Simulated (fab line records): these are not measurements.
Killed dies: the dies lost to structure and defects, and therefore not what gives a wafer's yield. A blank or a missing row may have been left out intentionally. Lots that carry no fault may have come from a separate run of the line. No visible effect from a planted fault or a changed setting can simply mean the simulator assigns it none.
fab line records || flow berkeley-cmos170
record {"lots": 14, "wafers": 42, "last-day": 12}
route steps=331 shown V1@264
lots that met no fault: from a run of the same line without faults
start-h: hours from the record's first day to the start of the lot's first wafer shown || wait-h: hours from the lot's prior step to this one || " unchanged from the row above || L1.1+2: a single row standing in for several wafers || - no value, or no start was given || * or withheld: withheld || < > ~ a bound
route shown NAME@n: a module of which the file shows steps, and the number in the route of the first || usual: average and standard deviation across the fault-free wafers || same: alike in all rows || chamber/n: place in a boat || sites: per-site readings || _std_site: the standard deviation of these || _edge_site: the outer-site mean with the inner-site mean subtracted || radius-mm: for every site, how far away it sits from the centre of the wafer || mask NAME#n: copy n || behind: the last tool/chamber to shape the wafer || hold: why the lot went on hold/how many hours it stayed there/how the hold came to an end || device: which transistor (n, p or np) failed to switch || end of line: tests of these same wafers at the route's end || a step with no rows: only its recipe || killed: dies lost to structure and defects at the first sort, not the wafer's yield || map: the dies of a wafer, with x for killed, . for not killed, _ for no die there
set.NAME: the run value of the setting; set.NAME@STEP: its run value at that earlier step || model.NAME: the simulator's own value behind a step, which no gauge read
the route's steps for a sample of lots (tables are steps, rows are wafers)
## steps
# step UCB170_V1_PEB_10
# recipe {"peb-temp-c": 130, "peb-time-s": "withheld", "resist": "KrF"}
# usual {"chill-plate-temp-C": "23.01/0.1", "exhaust-pa": "45.1/0.75"}
{"lot.wafer": "L757.2", "tool": "litho-track-03", "chamber": 0, "start-h": 168.36, "wait-h": 0.3, "chill-plate-temp-C": 22.96, "exhaust-pa": 45.5}
{"lot.wafer": "L757.5", "tool": "litho-track-03", "chamber": 0, "start-h": 168.36, "wait-h": 0.3, "chill-plate-temp-C": 23.04, "exhaust-pa": 45.3}
{"lot.wafer": "L757.6", "tool": "litho-track-03", "chamber": 0, "start-h": 168.36, "wait-h": 0.3, "chill-plate-temp-C": 23.02, "exhaust-pa": 46.5}
{"lot.wafer": "L754.3", "tool": "litho-track-04", "chamber": 0, "start-h": 168.57, "wait-h": 0.2, "chill-plate-temp-C": 22.92, "exhaust-pa": 45.9}
{"lot.wafer": "L754.4", "tool": "litho-track-04", "chamber": 0, "start-h": 168.57, "wait-h": 0.2, "chill-plate-temp-C": 22.81, "exhaust-pa": 44.9}
{"lot.wafer": "L754.6", "tool": "litho-track-04", "chamber": 0, "start-h": 168.57, "wait-h": 0.2, "chill-plate-temp-C": 22.90, "exhaust-pa": 45.9}
{"lot.wafer": "L756.2", "tool": "litho-track-03", "chamber": 0, "start-h": 168.91, "wait-h": 0.2, "chill-plate-temp-C": 23.08, "exhaust-pa": 45.5}
{"lot.wafer": "L756.4", "tool": "litho-track-03", "chamber": 0, "start-h": 168.91, "wait-h": 0.2, "chill-plate-temp-C": 22.86, "exhaust-pa": 44.9}
{"lot.wafer": "L756.6", "tool": "litho-track-03", "chamber": 0, "start-h": 168.91, "wait-h": 0.2, "chill-plate-temp-C": 22.86, "exhaust-pa": 44.9}
{"lot.wafer": "L755.3", "tool": "litho-track-02", "chamber": 0, "start-h": 170.72, "wait-h": 0.1, "chill-plate-temp-C": 23.10, "exhaust-pa": 45.4}
{"lot.wafer": "L755.5", "tool": "litho-track-02", "chamber": 0, "start-h": 170.72, "wait-h": 0.1, "chill-plate-temp-C": 22.82, "exhaust-pa": 44.9}
{"lot.wafer": "L755.6", "tool": "litho-track-02", "chamber": 0, "start-h": 170.72, "wait-h": 0.1, "chill-plate-temp-C": 22.97, "exhaust-pa": 43.3}
{"lot.wafer": "L758.1", "tool": "litho-track-03", "chamber": 0, "start-h": 175.69, "wait-h": 0.1, "chill-plate-temp-C": 22.98, "exhaust-pa": 45.3}
{"lot.wafer": "L758.5", "tool": "litho-track-03", "chamber": 0, "start-h": 175.69, "wait-h": 0.1, "chill-plate-temp-C": 23.00, "exhaust-pa": 45.5}
{"lot.wafer": "L758.6", "tool": "litho-track-03", "chamber": 0, "start-h": 175.69, "wait-h": 0.1, "chill-plate-temp-C": 22.90, "exhaust-pa": 45.9}
{"lot.wafer": "L759.3", "tool": "litho-track-04", "chamber": 0, "start-h": 175.91, "wait-h": 0.2, "chill-plate-temp-C": 23.17, "exhaust-pa": 45.3}
{"lot.wafer": "L759.4", "tool": "litho-track-04", "chamber": 0, "start-h": 175.91, "wait-h": 0.2, "chill-plate-temp-C": 22.91, "exhaust-pa": 45.1}
{"lot.wafer": "L759.5", "tool": "litho-track-04", "chamber": 0, "start-h": 175.91, "wait-h": 0.2, "chill-plate-temp-C": 23.00, "exhaust-pa": 45.4}
{"lot.wafer": "L760.4", "tool": "litho-track-02", "chamber": 0, "start-h": 194.23, "wait-h": 0.1, "chill-plate-temp-C": 23.26, "exhaust-pa": 44.1}
{"lot.wafer": "L760.5", "tool": "litho-track-02", "chamber": 0, "start-h": 194.23, "wait-h": 0.1, "chill-plate-temp-C": 23.01, "exhaust-pa": 44.6}
{"lot.wafer": "L760.6", "tool": "litho-track-02", "chamber": 0, "start-h": 194.23, "wait-h": 0.1, "chill-plate-temp-C": 23.14, "exhaust-pa": 45.1}
{"lot.wafer": "L762.1", "tool": "litho-track-03", "chamber": 0, "start-h": 198.44, "wait-h": 0.1, "chill-plate-temp-C": 22.98, "exhaust-pa": 45.8}
{"lot.wafer": "L762.2", "tool": "litho-track-03", "chamber": 0, "start-h": 198.44, "wait-h": 0.1, "chill-plate-temp-C": 22.96, "exhaust-pa": 44.7}
{"lot.wafer": "L762.3", "tool": "litho-track-03", "chamber": 0, "start-h": 198.44, "wait-h": 0.1, "chill-plate-temp-C": 22.90, "exhaust-pa": 44.0}
{"lot.wafer": "L763.2", "tool": "litho-track-03", "chamber": "-", "start-h": 198.74, "wait-h": 0.1, "chill-plate-temp-C": "-", "exhaust-pa": "-"}
{"lot.wafer": "L763.3", "tool": "litho-track-03", "chamber": "-", "start-h": 198.74, "wait-h": 0.1, "chill-plate-temp-C": "-", "exhaust-pa": "-"}
{"lot.wafer": "L763.5", "tool": "litho-track-03", "chamber": "-", "start-h": 198.74, "wait-h": 0.1, "chill-plate-temp-C": "-", "exhaust-pa": "-"}
{"lot.wafer": "L764.1", "tool": "litho-track-03", "chamber": "-", "start-h": 213.48, "wait-h": 0.1, "chill-plate-temp-C": "-", "exhaust-pa": "-"}
{"lot.wafer": "L764.3", "tool": "litho-track-03", "chamber": "-", "start-h": 213.48, "wait-h": 0.1, "chill-plate-temp-C": "-", "exhaust-pa": "-"}
{"lot.wafer": "L764.6", "tool": "litho-track-03", "chamber": "-", "start-h": 213.48, "wait-h": 0.1, "chill-plate-temp-C": "-", "exhaust-pa": "-"}
{"lot.wafer": "L771.3", "tool": "litho-track-03", "chamber": 0, "start-h": 246.47, "wait-h": 0.9, "chill-plate-temp-C": 22.99, "exhaust-pa": 44.4}
{"lot.wafer": "L771.4", "tool": "litho-track-03", "chamber": 0, "start-h": 246.47, "wait-h": 0.9, "chill-plate-temp-C": 22.89, "exhaust-pa": 45.4}
{"lot.wafer": "L771.5", "tool": "litho-track-03", "chamber": 0, "start-h": 246.47, "wait-h": 0.9, "chill-plate-temp-C": 22.94, "exhaust-pa": 45.2}
{"lot.wafer": "L773.3", "tool": "litho-track-03", "chamber": 0, "start-h": 264.46, "wait-h": 0.6, "chill-plate-temp-C": 23.00, "exhaust-pa": 44.4}
{"lot.wafer": "L773.5", "tool": "litho-track-03", "chamber": 0, "start-h": 264.46, "wait-h": 0.6, "chill-plate-temp-C": 23.04, "exhaust-pa": 43.9}
{"lot.wafer": "L773.6", "tool": "litho-track-03", "chamber": 0, "start-h": 264.46, "wait-h": 0.6, "chill-plate-temp-C": 22.93, "exhaust-pa": 43.7}
{"lot.wafer": "L774.1", "tool": "litho-track-03", "chamber": 0, "start-h": 264.68, "wait-h": 0.8, "chill-plate-temp-C": 22.88, "exhaust-pa": 45.4}
{"lot.wafer": "L774.3", "tool": "litho-track-03", "chamber": 0, "start-h": 264.68, "wait-h": 0.8, "chill-plate-temp-C": 23.08, "exhaust-pa": 45.7}
{"lot.wafer": "L774.4", "tool": "litho-track-03", "chamber": 0, "start-h": 264.68, "wait-h": 0.8, "chill-plate-temp-C": 22.99, "exhaust-pa": 44.8}
{"lot.wafer": "L776.1", "tool": "litho-track-03", "chamber": 0, "start-h": 272.03, "wait-h": 0.1, "chill-plate-temp-C": 23.08, "exhaust-pa": 45.1}
{"lot.wafer": "L776.2", "tool": "litho-track-03", "chamber": 0, "start-h": 272.03, "wait-h": 0.1, "chill-plate-temp-C": 22.90, "exhaust-pa": 45.4}
{"lot.wafer": "L776.4", "tool": "litho-track-03", "chamber": 0, "start-h": 272.03, "wait-h": 0.1, "chill-plate-temp-C": 23.12, "exhaust-pa": 45.0}
## key
first-sign {"step": "UCB170_V1_PEB_10", "reading": "tool-record", "direction": "missing"}
effect none on later readings
met-at UCB170_V1_PEB_10
struck-lots L763,L764
later-rows-left-out L763.2,L763.3,L763.5,L764.1,L764.3,L764.6
sort-left-out L763.2,L763.3,L763.5,L764.1,L764.3,L764.6
onset-between 198.44 198.74
fault {"kind": "skipped-step-whole", "tool": "litho-track-03", "chamber": "-", "onset-h": 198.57, "steps": "UCB170_V1_PEB_10", "scope": "struck-lots-only"}
# sort-left-out: the simulated sort isn't trusted on such a fault, so these wafers' sort isn't shown, and their yield isn't known
# later-rows-left-out: the simulator's readings of these wafers behind a module that went badly wrong aren't trusted and aren't shown, but for the sort
